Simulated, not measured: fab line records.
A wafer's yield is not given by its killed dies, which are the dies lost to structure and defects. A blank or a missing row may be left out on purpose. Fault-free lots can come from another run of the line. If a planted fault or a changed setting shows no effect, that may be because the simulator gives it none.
fab line records || flow rit_cmos
record: {"lots": 14, "wafers": 42, "last_day": 7}
route steps=202 shown GATE@84
lots that met no fault: taken from a fault-free run of the same line
start_h: hours from the record's opening day to when the first of the lot's shown wafers began || wait_h: how many hours have passed since the lot's step before this one || " as in the row above || L1.1+2: a single row standing in for several wafers || - value missing, or start not given || * or withheld: withheld || < > ~ a bound
route shown NAME@n: a module of which the file shows steps, and the number in the route of the first || usual: mean/standard deviation of fault-free wafers || same: alike in all rows || chamber/n: place in a boat || sites: readings site by site || _std_site: the standard deviation of these || _edge_site: outer sites' mean less inner sites' || radius_mm: for every site, how far away it sits from the centre of the wafer || mask NAME#n: copy n || behind: the most recent tool/chamber to have shaped the wafer || hold: what put the lot on hold/how long, in hours/how the hold closed || device: the n, p or np transistor that did not switch || end of line: the same wafers' tests at the end of the route || where a step has no rows: the recipe by itself || killed: at the first sort, the dies lost to defects and structure; wafer yield is something else || map: a wafer's dies, x killed, . not, _ none there
set.NAME: the setting the step ran with; set.NAME@STEP: the setting that earlier step ran with || model.NAME: the simulator's own value behind a step, which no gauge read
one table for each step of the route and one row for each wafer, over a sample of lots
services: from which hour (start_h, from the record's first day; less than 0 if before it) a tool's chamber was out of use, for how many hours, and why
== steps ==
step: RIT_GATE_CVD_08
recipe: {"material": "poly-Si", "target_thk_nm": 250, "temp_c": 610, "precursor": "SiH4", "time_s": 2220, "pressure_mtorr": 300, "sih4_flow_sccm": 100}
same: {"time_s": 2220}
{"lot.wafer": "L304.1+2+5", "tool": "lpcvd-01", "chamber": 1, "start_h": 43.44, "wait_h": 0.1}
{"lot.wafer": "L305.1+2+3", "tool": "lpcvd-02", "chamber": 1, "start_h": 50.43, "wait_h": 0.6}
{"lot.wafer": "L307.2+3+4", "tool": "lpcvd-01", "chamber": 1, "start_h": 59.83, "wait_h": 0.0}
{"lot.wafer": "L308.1+2+4", "tool": "lpcvd-01", "chamber": 1, "start_h": 65.17, "wait_h": 0.1}
{"lot.wafer": "L309.3+5+6", "tool": "lpcvd-02", "chamber": 1, "start_h": 71.26, "wait_h": 0.0}
{"lot.wafer": "L311.3+4+5", "tool": "lpcvd-01", "chamber": 1, "start_h": 80.75, "wait_h": 0.0}
{"lot.wafer": "L311.3+4+5", "tool": "lpcvd-01", "chamber": 1, "start_h": 84.28, "wait_h": 1.9}
{"lot.wafer": "L312.1+4+5", "tool": "lpcvd-01", "chamber": 1, "start_h": 85.70, "wait_h": 1.0}
{"lot.wafer": "L314.1+5+6", "tool": "lpcvd-01", "chamber": 0, "start_h": 95.60, "wait_h": 1.0}
{"lot.wafer": "L315.1+3+4", "tool": "lpcvd-01", "chamber": 0, "start_h": 100.55, "wait_h": 0.2}
{"lot.wafer": "L317.1+2+4", "tool": "lpcvd-01", "chamber": 0, "start_h": 109.03, "wait_h": 0.5}
{"lot.wafer": "L321.1+2+5", "tool": "lpcvd-02", "chamber": 0, "start_h": 130.50, "wait_h": 0.1}
{"lot.wafer": "L321.1+2+5", "tool": "lpcvd-02", "chamber": 0, "start_h": 132.28, "wait_h": 0.2}
{"lot.wafer": "L322.3+4+5", "tool": "lpcvd-02", "chamber": 1, "start_h": 133.91, "wait_h": 0.0}
{"lot.wafer": "L323.3+4+5", "tool": "lpcvd-01", "chamber": 1, "start_h": 138.78, "wait_h": 0.0}
{"lot.wafer": "L325.2+5+6", "tool": "lpcvd-01", "chamber": 1, "start_h": 153.79, "wait_h": 0.0}
step: RIT_GATE_THK_MEAS_09
recipe: {"reads": "poly-Si_of_GATE_CVD_08"}
usual: {"GATE_POLY_THK": "251.7/2.2"}
{"lot.wafer": "L304.1", "tool": "film_metro-01", "chamber": "-", "start_h": 45.05, "wait_h": 0.0, "GATE_POLY_THK[nm]": 246.7}
{"lot.wafer": "L304.2", "tool": "film_metro-01", "chamber": "-", "start_h": 45.05, "wait_h": 0.0, "GATE_POLY_THK[nm]": 247.5}
{"lot.wafer": "L304.5", "tool": "film_metro-01", "chamber": "-", "start_h": 45.05, "wait_h": 0.0, "GATE_POLY_THK[nm]": 246.7}
{"lot.wafer": "L305.1", "tool": "film_metro-01", "chamber": "-", "start_h": 52.05, "wait_h": 0.0, "GATE_POLY_THK[nm]": 249.8}
{"lot.wafer": "L305.2", "tool": "film_metro-01", "chamber": "-", "start_h": 52.05, "wait_h": 0.0, "GATE_POLY_THK[nm]": 249.9}
{"lot.wafer": "L305.3", "tool": "film_metro-01", "chamber": "-", "start_h": 52.05, "wait_h": 0.0, "GATE_POLY_THK[nm]": 250.1}
{"lot.wafer": "L307.2", "tool": "film_metro-01", "chamber": "-", "start_h": 61.46, "wait_h": 0.0, "GATE_POLY_THK[nm]": 251.9}
{"lot.wafer": "L307.3", "tool": "film_metro-01", "chamber": "-", "start_h": 61.46, "wait_h": 0.0, "GATE_POLY_THK[nm]": 251.9}
{"lot.wafer": "L307.4", "tool": "film_metro-01", "chamber": "-", "start_h": 61.46, "wait_h": 0.0, "GATE_POLY_THK[nm]": 251.4}
{"lot.wafer": "L308.1", "tool": "film_metro-01", "chamber": "-", "start_h": 66.78, "wait_h": 0.0, "GATE_POLY_THK[nm]": 248.3}
{"lot.wafer": "L308.2", "tool": "film_metro-01", "chamber": "-", "start_h": 66.78, "wait_h": 0.0, "GATE_POLY_THK[nm]": 250.3}
{"lot.wafer": "L308.4", "tool": "film_metro-01", "chamber": "-", "start_h": 66.78, "wait_h": 0.0, "GATE_POLY_THK[nm]": 248.8}
{"lot.wafer": "L309.3", "tool": "film_metro-03", "chamber": "-", "start_h": 72.90, "wait_h": 0.0, "GATE_POLY_THK[nm]": 250.5}
{"lot.wafer": "L309.5", "tool": "film_metro-03", "chamber": "-", "start_h": 72.90, "wait_h": 0.0, "GATE_POLY_THK[nm]": 251.2}
{"lot.wafer": "L309.6", "tool": "film_metro-03", "chamber": "-", "start_h": 72.90, "wait_h": 0.0, "GATE_POLY_THK[nm]": 251.6}
{"lot.wafer": "L311.3", "tool": "film_metro-03", "chamber": "-", "start_h": 85.92, "wait_h": 0.0, "GATE_POLY_THK[nm]": 505.7}
{"lot.wafer": "L311.4", "tool": "film_metro-03", "chamber": "-", "start_h": 85.92, "wait_h": 0.0, "GATE_POLY_THK[nm]": 506.3}
{"lot.wafer": "L311.5", "tool": "film_metro-03", "chamber": "-", "start_h": 85.92, "wait_h": 0.0, "GATE_POLY_THK[nm]": 506.2}
{"lot.wafer": "L312.1", "tool": "film_metro-01", "chamber": "-", "start_h": 87.32, "wait_h": 0.0, "GATE_POLY_THK[nm]": 254.9}
{"lot.wafer": "L312.4", "tool": "film_metro-01", "chamber": "-", "start_h": 87.32, "wait_h": 0.0, "GATE_POLY_THK[nm]": 254.1}
{"lot.wafer": "L312.5", "tool": "film_metro-01", "chamber": "-", "start_h": 87.32, "wait_h": 0.0, "GATE_POLY_THK[nm]": 254.2}
{"lot.wafer": "L314.1", "tool": "film_metro-02", "chamber": "-", "start_h": 97.22, "wait_h": 0.0, "GATE_POLY_THK[nm]": 253.3}
{"lot.wafer": "L314.5", "tool": "film_metro-02", "chamber": "-", "start_h": 97.22, "wait_h": 0.0, "GATE_POLY_THK[nm]": 253.2}
{"lot.wafer": "L314.6", "tool": "film_metro-02", "chamber": "-", "start_h": 97.22, "wait_h": 0.0, "GATE_POLY_THK[nm]": 253.7}
{"lot.wafer": "L315.1", "tool": "film_metro-01", "chamber": "-", "start_h": 102.17, "wait_h": 0.0, "GATE_POLY_THK[nm]": 249.9}
{"lot.wafer": "L315.3", "tool": "film_metro-01", "chamber": "-", "start_h": 102.17, "wait_h": 0.0, "GATE_POLY_THK[nm]": 249.3}
{"lot.wafer": "L315.4", "tool": "film_metro-01", "chamber": "-", "start_h": 102.17, "wait_h": 0.0, "GATE_POLY_THK[nm]": 248.8}
{"lot.wafer": "L317.1", "tool": "film_metro-02", "chamber": "-", "start_h": 110.65, "wait_h": 0.0, "GATE_POLY_THK[nm]": 247.9}
{"lot.wafer": "L317.2", "tool": "film_metro-02", "chamber": "-", "start_h": 110.65, "wait_h": 0.0, "GATE_POLY_THK[nm]": 248.2}
{"lot.wafer": "L317.4", "tool": "film_metro-02", "chamber": "-", "start_h": 110.65, "wait_h": 0.0, "GATE_POLY_THK[nm]": 248.4}
{"lot.wafer": "L321.1", "tool": "film_metro-03", "chamber": "-", "start_h": 133.90, "wait_h": 0.0, "GATE_POLY_THK[nm]": 503.5}
{"lot.wafer": "L321.2", "tool": "film_metro-03", "chamber": "-", "start_h": 133.90, "wait_h": 0.0, "GATE_POLY_THK[nm]": 504.8}
{"lot.wafer": "L321.5", "tool": "film_metro-03", "chamber": "-", "start_h": 133.90, "wait_h": 0.0, "GATE_POLY_THK[nm]": 504.3}
{"lot.wafer": "L322.3", "tool": "film_metro-01", "chamber": "-", "start_h": 135.55, "wait_h": 0.0, "GATE_POLY_THK[nm]": 255.0}
{"lot.wafer": "L322.4", "tool": "film_metro-01", "chamber": "-", "start_h": 135.55, "wait_h": 0.0, "GATE_POLY_THK[nm]": 253.0}
{"lot.wafer": "L322.5", "tool": "film_metro-01", "chamber": "-", "start_h": 135.55, "wait_h": 0.0, "GATE_POLY_THK[nm]": 254.0}
{"lot.wafer": "L323.3", "tool": "film_metro-01", "chamber": "-", "start_h": 140.41, "wait_h": 0.0, "GATE_POLY_THK[nm]": 253.8}
{"lot.wafer": "L323.4", "tool": "film_metro-01", "chamber": "-", "start_h": 140.41, "wait_h": 0.0, "GATE_POLY_THK[nm]": 252.7}
{"lot.wafer": "L323.5", "tool": "film_metro-01", "chamber": "-", "start_h": 140.41, "wait_h": 0.0, "GATE_POLY_THK[nm]": 253.7}
{"lot.wafer": "L325.2", "tool": "film_metro-01", "chamber": "-", "start_h": 155.42, "wait_h": 0.0, "GATE_POLY_THK[nm]": 250.9}
{"lot.wafer": "L325.5", "tool": "film_metro-01", "chamber": "-", "start_h": 155.42, "wait_h": 0.0, "GATE_POLY_THK[nm]": 252.7}
{"lot.wafer": "L325.6", "tool": "film_metro-01", "chamber": "-", "start_h": 155.42, "wait_h": 0.0, "GATE_POLY_THK[nm]": 251.9}
step: RIT_GATE_ETCH_19
recipe: {"chemistry": "SF6/CHF3/O2", "time_s": 165, "SF6_flow_sccm": 30, "CHF3_flow_sccm": 30, "O2_flow_sccm": 5, "target": "poly-Si", "pressure_mtorr": 40, "rf_w": 160, "target_depth_a": 3125, "over_etch_frac": 0.25, "stop_on": "SiO2"}
usual: {"drypump_motor_current_A": "5.8/0.48", "oes_product_au": "0.848/0.014", "throttle_valve_pct": "10.18/0.099"}
same: {"time_s": 165}
{"lot.wafer": "L304.1", "tool": "rie_si-02", "chamber": 3, "start_h": 46.27, "wait_h": 0.1, "drypump_motor_current_A": 5.0, "oes_product_au": 0.835, "rf_hours_counter_h": 33, "throttle_valve_pct": 10.37}
{"lot.wafer": "L304.2", "tool": "rie_si-02", "chamber": 1, "start_h": 46.27, "wait_h": 0.1, "drypump_motor_current_A": 6.5, "oes_product_au": 0.855, "rf_hours_counter_h": 126, "throttle_valve_pct": 10.05}
{"lot.wafer": "L304.5", "tool": "rie_si-02", "chamber": 1, "start_h": 46.27, "wait_h": 0.1, "drypump_motor_current_A": 6.5, "oes_product_au": 0.847, "rf_hours_counter_h": "-", "throttle_valve_pct": 10.03}
{"lot.wafer": "L305.1", "tool": "rie_si-01", "chamber": 0, "start_h": 53.39, "wait_h": 0.1, "drypump_motor_current_A": 6.1, "oes_product_au": 0.837, "rf_hours_counter_h": 75, "throttle_valve_pct": 10.12}
{"lot.wafer": "L305.2", "tool": "rie_si-01", "chamber": 2, "start_h": 53.39, "wait_h": 0.1, "drypump_motor_current_A": 6.2, "oes_product_au": 0.842, "rf_hours_counter_h": 53, "throttle_valve_pct": 10.18}
{"lot.wafer": "L305.3", "tool": "rie_si-01", "chamber": 1, "start_h": 53.39, "wait_h": 0.1, "drypump_motor_current_A": 6.0, "oes_product_au": 0.818, "rf_hours_counter_h": 17, "throttle_valve_pct": 10.11}
{"lot.wafer": "L307.2", "tool": "rie_si-01", "chamber": 0, "start_h": 62.67, "wait_h": 0.1, "drypump_motor_current_A": 6.1, "oes_product_au": 0.834, "rf_hours_counter_h": 75, "throttle_valve_pct": 10.12}
{"lot.wafer": "L307.3", "tool": "rie_si-01", "chamber": 1, "start_h": 62.67, "wait_h": 0.1, "drypump_motor_current_A": 6.0, "oes_product_au": 0.824, "rf_hours_counter_h": 18, "throttle_valve_pct": 10.12}
{"lot.wafer": "L307.4", "tool": "rie_si-01", "chamber": 3, "start_h": 62.67, "wait_h": 0.1, "drypump_motor_current_A": 6.0, "oes_product_au": 0.856, "rf_hours_counter_h": 55, "throttle_valve_pct": 10.28}
{"lot.wafer": "L308.1", "tool": "rie_si-02", "chamber": 2, "start_h": 68.17, "wait_h": 0.1, "drypump_motor_current_A": 5.1, "oes_product_au": 0.835, "rf_hours_counter_h": 57, "throttle_valve_pct": 10.13}
{"lot.wafer": "L308.2", "tool": "rie_si-02", "chamber": 0, "start_h": 68.17, "wait_h": 0.1, "drypump_motor_current_A": 5.7, "oes_product_au": 0.854, "rf_hours_counter_h": 24, "throttle_valve_pct": 10.20}
{"lot.wafer": "L308.4", "tool": "rie_si-02", "chamber": 3, "start_h": 68.17, "wait_h": 0.1, "drypump_motor_current_A": 5.0, "oes_product_au": 0.846, "rf_hours_counter_h": 33, "throttle_valve_pct": 10.37}
{"lot.wafer": "L309.3", "tool": "rie_si-01", "chamber": 1, "start_h": 74.39, "wait_h": 0.1, "drypump_motor_current_A": 6.0, "oes_product_au": 0.821, "rf_hours_counter_h": 18, "throttle_valve_pct": 10.12}
{"lot.wafer": "L309.5", "tool": "rie_si-01", "chamber": 2, "start_h": 74.39, "wait_h": 0.1, "drypump_motor_current_A": 6.1, "oes_product_au": 0.858, "rf_hours_counter_h": "-", "throttle_valve_pct": 10.17}
{"lot.wafer": "L309.6", "tool": "rie_si-01", "chamber": 1, "start_h": 74.39, "wait_h": 0.1, "drypump_motor_current_A": 6.0, "oes_product_au": 0.825, "rf_hours_counter_h": "-", "throttle_valve_pct": 10.12}
{"lot.wafer": "L311.3", "tool": "rie_si-01", "chamber": 3, "start_h": 87.66, "wait_h": 0.1, "drypump_motor_current_A": 6.1, "oes_product_au": 0.992, "rf_hours_counter_h": 55, "throttle_valve_pct": 10.28}
{"lot.wafer": "L311.4", "tool": "rie_si-01", "chamber": 3, "start_h": 87.66, "wait_h": 0.1, "drypump_motor_current_A": 6.0, "oes_product_au": 0.999, "rf_hours_counter_h": "-", "throttle_valve_pct": 10.27}
{"lot.wafer": "L311.5", "tool": "rie_si-01", "chamber": 0, "start_h": 87.66, "wait_h": 0.1, "drypump_motor_current_A": 6.1, "oes_product_au": 0.986, "rf_hours_counter_h": "-", "throttle_valve_pct": 10.13}
{"lot.wafer": "L312.1", "tool": "rie_si-02", "chamber": 0, "start_h": 88.53, "wait_h": 0.1, "drypump_motor_current_A": 5.7, "oes_product_au": 0.856, "rf_hours_counter_h": 24, "throttle_valve_pct": 10.20}
{"lot.wafer": "L312.4", "tool": "rie_si-02", "chamber": 2, "start_h": 88.53, "wait_h": 0.1, "drypump_motor_current_A": 5.1, "oes_product_au": 0.854, "rf_hours_counter_h": 57, "throttle_valve_pct": 10.14}
{"lot.wafer": "L312.5", "tool": "rie_si-02", "chamber": 3, "start_h": 88.53, "wait_h": 0.1, "drypump_motor_current_A": 5.0, "oes_product_au": 0.847, "rf_hours_counter_h": "-", "throttle_valve_pct": 10.38}
{"lot.wafer": "L314.1", "tool": "rie_si-02", "chamber": 1, "start_h": 98.43, "wait_h": 0.1, "drypump_motor_current_A": 6.5, "oes_product_au": 0.867, "rf_hours_counter_h": 127, "throttle_valve_pct": 10.05}
{"lot.wafer": "L314.5", "tool": "rie_si-02", "chamber": 0, "start_h": 98.43, "wait_h": 0.1, "drypump_motor_current_A": 5.7, "oes_product_au": 0.857, "rf_hours_counter_h": "-", "throttle_valve_pct": 10.22}
{"lot.wafer": "L314.6", "tool": "rie_si-02", "chamber": 3, "start_h": 98.43, "wait_h": 0.1, "drypump_motor_current_A": 5.0, "oes_product_au": 0.842, "rf_hours_counter_h": "-", "throttle_valve_pct": 10.38}
{"lot.wafer": "L315.1", "tool": "rie_si-01", "chamber": 0, "start_h": 103.61, "wait_h": 0.1, "drypump_motor_current_A": 6.1, "oes_product_au": 0.835, "rf_hours_counter_h": 75, "throttle_valve_pct": 10.12}
{"lot.wafer": "L315.3", "tool": "rie_si-01", "chamber": 2, "start_h": 103.61, "wait_h": 0.1, "drypump_motor_current_A": 6.1, "oes_product_au": 0.838, "rf_hours_counter_h": 53, "throttle_valve_pct": 10.17}
{"lot.wafer": "L315.4", "tool": "rie_si-01", "chamber": 1, "start_h": 103.61, "wait_h": 0.1, "drypump_motor_current_A": 6.0, "oes_product_au": 0.824, "rf_hours_counter_h": 18, "throttle_valve_pct": 10.12}
{"lot.wafer": "L317.1", "tool": "rie_si-01", "chamber": 3, "start_h": 111.87, "wait_h": 0.1, "drypump_motor_current_A": 6.1, "oes_product_au": 0.839, "rf_hours_counter_h": 56, "throttle_valve_pct": 10.27}
{"lot.wafer": "L317.2", "tool": "rie_si-01", "chamber": 1, "start_h": 111.87, "wait_h": 0.1, "drypump_motor_current_A": 6.0, "oes_product_au": 0.812, "rf_hours_counter_h": 18, "throttle_valve_pct": 10.11}
{"lot.wafer": "L317.4", "tool": "rie_si-01", "chamber": 0, "start_h": 111.87, "wait_h": 0.1, "drypump_motor_current_A": 6.1, "oes_product_au": 0.837, "rf_hours_counter_h": 75, "throttle_valve_pct": 10.12}
{"lot.wafer": "L321.1", "tool": "rie_si-01", "chamber": 1, "start_h": 135.37, "wait_h": 0.1, "drypump_motor_current_A": 6.0, "oes_product_au": 0.964, "rf_hours_counter_h": 18, "throttle_valve_pct": 10.11}
{"lot.wafer": "L321.2", "tool": "rie_si-01", "chamber": 2, "start_h": 135.37, "wait_h": 0.1, "drypump_motor_current_A": 6.1, "oes_product_au": 1.008, "rf_hours_counter_h": 53, "throttle_valve_pct": 10.16}
{"lot.wafer": "L321.5", "tool": "rie_si-01", "chamber": 1, "start_h": 135.37, "wait_h": 0.1, "drypump_motor_current_A": 6.0, "oes_product_au": 0.965, "rf_hours_counter_h": "-", "throttle_valve_pct": 10.11}
{"lot.wafer": "L322.3", "tool": "rie_si-02", "chamber": 3, "start_h": 136.87, "wait_h": 0.1, "drypump_motor_current_A": 4.9, "oes_product_au": 0.849, "rf_hours_counter_h": 34, "throttle_valve_pct": 10.37}
{"lot.wafer": "L322.4", "tool": "rie_si-02", "chamber": 0, "start_h": 136.87, "wait_h": 0.1, "drypump_motor_current_A": 5.7, "oes_product_au": 0.866, "rf_hours_counter_h": 24, "throttle_valve_pct": 10.20}
{"lot.wafer": "L322.5", "tool": "rie_si-02", "chamber": 1, "start_h": 136.87, "wait_h": 0.1, "drypump_motor_current_A": 6.5, "oes_product_au": 0.859, "rf_hours_counter_h": "-", "throttle_valve_pct": 10.05}
{"lot.wafer": "L323.3", "tool": "rie_si-01", "chamber": 1, "start_h": 141.61, "wait_h": 0.1, "drypump_motor_current_A": 6.0, "oes_product_au": 0.820, "rf_hours_counter_h": 18, "throttle_valve_pct": 10.11}
{"lot.wafer": "L323.4", "tool": "rie_si-01", "chamber": 2, "start_h": 141.61, "wait_h": 0.1, "drypump_motor_current_A": 6.1, "oes_product_au": 0.856, "rf_hours_counter_h": 54, "throttle_valve_pct": 10.18}
{"lot.wafer": "L323.5", "tool": "rie_si-01", "chamber": 1, "start_h": 141.61, "wait_h": 0.1, "drypump_motor_current_A": 6.0, "oes_product_au": 0.829, "rf_hours_counter_h": "-", "throttle_valve_pct": 10.11}
{"lot.wafer": "L325.2", "tool": "rie_si-01", "chamber": 3, "start_h": 156.75, "wait_h": 0.1, "drypump_motor_current_A": 6.0, "oes_product_au": 0.847, "rf_hours_counter_h": 56, "throttle_valve_pct": 10.29}
{"lot.wafer": "L325.5", "tool": "rie_si-01", "chamber": 3, "start_h": 156.75, "wait_h": 0.1, "drypump_motor_current_A": 6.1, "oes_product_au": 0.861, "rf_hours_counter_h": "-", "throttle_valve_pct": 10.27}
{"lot.wafer": "L325.6", "tool": "rie_si-01", "chamber": 2, "start_h": 156.75, "wait_h": 0.1, "drypump_motor_current_A": 6.2, "oes_product_au": 0.845, "rf_hours_counter_h": "-", "throttle_valve_pct": 10.17}
== services ==
{"tool": "rie_si-02", "chamber": 2, "start_h": 27.13, "hours": 6.7, "kind": "repair"}
{"tool": "rie_si-01", "chamber": "-", "start_h": 32.78, "hours": 0.2, "kind": "repair"}
{"tool": "rie_si-01", "chamber": 2, "start_h": 76.69, "hours": 7.6, "kind": "repair"}
{"tool": "lpcvd-02", "chamber": "-", "start_h": 79.90, "hours": 28.1, "kind": "pm"}
== key ==
first_sign: {"step": "RIT_GATE_CVD_08", "reading": "visit", "direction": "added"}
effect: {"step": "RIT_GATE_THK_MEAS_09", "reading": "GATE_POLY_THK", "direction": "up", "sigmas": "99+", "usual": 251.7, "struck": 505.1}
effect: {"step": "RIT_GATE_ETCH_19", "reading": "oes_product_au", "direction": "up", "sigmas": 10, "usual": 0.848, "struck": 0.985}
met_at RIT_GATE_CVD_08
struck_lots L311,L321
later_rows_left_out L311.3,L311.4,L311.5,L321.1,L321.2,L321.5
sort_left_out L311.3,L311.4,L311.5,L321.1,L321.2,L321.5
tester_left_out L311,L321
fault: {"kind": "repeated_step_whole", "tool": "lpcvd-01,lpcvd-02", "chamber": "-", "onset_h": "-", "steps": "RIT_GATE_CVD_08", "times": 1, "scope": "struck_lots_only"}
tester_left_out: of these lots the tester's yield and bins aren't shown, on N5 and GAA mostly nor the transistor test; their killed dies are dies lost to structure and defects alone, not to doping, threshold or leakage, so they don't give the yield
sort_left_out: the simulated sort isn't trusted on such a fault, so these wafers' sort isn't shown, and their yield isn't known
later_rows_left_out: the simulator's readings of these wafers behind a module that went badly wrong aren't trusted and aren't shown, but for the sort
